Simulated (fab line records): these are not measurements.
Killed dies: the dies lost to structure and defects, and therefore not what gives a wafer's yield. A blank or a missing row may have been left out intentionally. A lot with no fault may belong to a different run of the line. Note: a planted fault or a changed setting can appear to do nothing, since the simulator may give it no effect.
Problem report in the 8D (eight disciplines) form, filled by code || flow berkeleyCmos170 || the parts of the form that need people (team, actions taken, sign-off) are left out

== 1. WHAT WENT WRONG ==
Across 9 wafers from 3 lots, PWELL_TW at UCB170_PWELL_TW_MEAS_17 averages 319, while fault-free wafers read 379 with a standard deviation of 3.4. That is -18 standard deviations from the usual mean.
First seen on wafer L320.1, day 3 18:19, on filmMetro-02. The record holds 45 wafers of 15 lots with a number at this step. Rule for "out", or "out of limits": more than 4 standard deviations from the usual mean. All remaining wafers that have a number are taken as sound.

== 2. WHAT THIS IS AND IS NOT ==
{"question": "which readings at this step", "is": "PWELL_TW", "is not": "-"}
{"question": "which lots", "is": "L319, L320, L325", "is not": "L316, L317, L318, L322, L324, L329, L331, L334, L336, L337, L338, L339"}
{"question": "which wafers of those lots", "is": "all that have a number", "is not": "-"}
{"question": "read on which gauges", "is": "filmMetro-02, filmMetro-04", "is not": "filmMetro-01"}
{"question": "when", "is": "from day 3 18:19", "is not": "up to then (9 sound wafers); but 27 sound wafers of L322, L324, L329, L331, L334, L336, L337, L338, L339 came after"}

== 3. SUSPECTS, AND WHAT RULES EACH OUT ==
Counting: any tool at a process step up to the reading is kept as a suspect provided that every lot that is out went through it and no sound lot did after the first of them.
- the gauge at UCB170_PWELL_TW_MEAS_17: ruled out. 2 gauges (filmMetro-02, filmMetro-04) read the wafers that are out.
- implanter-03 at UCB170_PWELL_IMPLANT_15: ruled out as a lasting fault. After its first lot that is out, L320 (day 3 18:04), sound lots L337, L338, L339 ran on it.
Left after counting: nothing in the record.

== 4. THE CAUSE (what the simulator had put in) ==
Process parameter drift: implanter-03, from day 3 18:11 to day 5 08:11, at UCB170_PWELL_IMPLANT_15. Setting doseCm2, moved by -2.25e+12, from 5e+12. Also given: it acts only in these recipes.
The count ruled it out by mistake, since the rule takes a fault to strike every lot its tool runs from the start of the fault on, and this one did not do so.

== 5. SEQUENCE OF EFFECTS, ordered by route ==
Rows list readings where the struck wafers' mean (over those with a number) sits beyond 3 standard deviations from the usual. Readings are gone through only where the record gives a usual standard deviation; hours: the median, over the lots, of the time from a lot's start at the first step in this table giving one to that lot's start at this step; sigmas: the change measured in usual standard deviations.
{"hours": 0, "step": "UCB170_PWELL_IMPLANT_15", "reading": "doseIonsCm2", "usual": 5.001e+12, "on struck wafers": 2.751e+12, "change": -2.250e+12, "sigmas": "-99 or more"}
{"hours": 0, "step": "UCB170_PWELL_IMPLANT_15", "reading": "faradayCurrentUA", "usual": 15.9, "on struck wafers": 8.7, "change": -7.2, "sigmas": -23}
{"hours": 0, "step": "UCB170_PWELL_TW_MEAS_17", "reading": "PWELL_TW", "usual": 379, "on struck wafers": 319, "change": -60, "sigmas": -18}
The process steps in it:
- UCB170_PWELL_IMPLANT_15
Later measuring or inspecting steps at which every struck wafer that the step has a row for has a number for every such reading, and none has moved that far: UCB170_ACTIVE_OVL_MEAS_14, UCB170_PFIELD_TW_MEAS_09.

== 6. HOW IT WOULD HAVE BEEN CAUGHT EARLIER ==
In this record the first reading out of limits at a measuring or inspecting step was taken at day 3 18:19, 0 hours after the fault began at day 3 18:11.
The tool's own readings at UCB170_PWELL_IMPLANT_15 were out on every struck wafer that the step has a row for (doseIonsCm2, faradayCurrentUA): an alarm limit on them would have fired on the first of those.
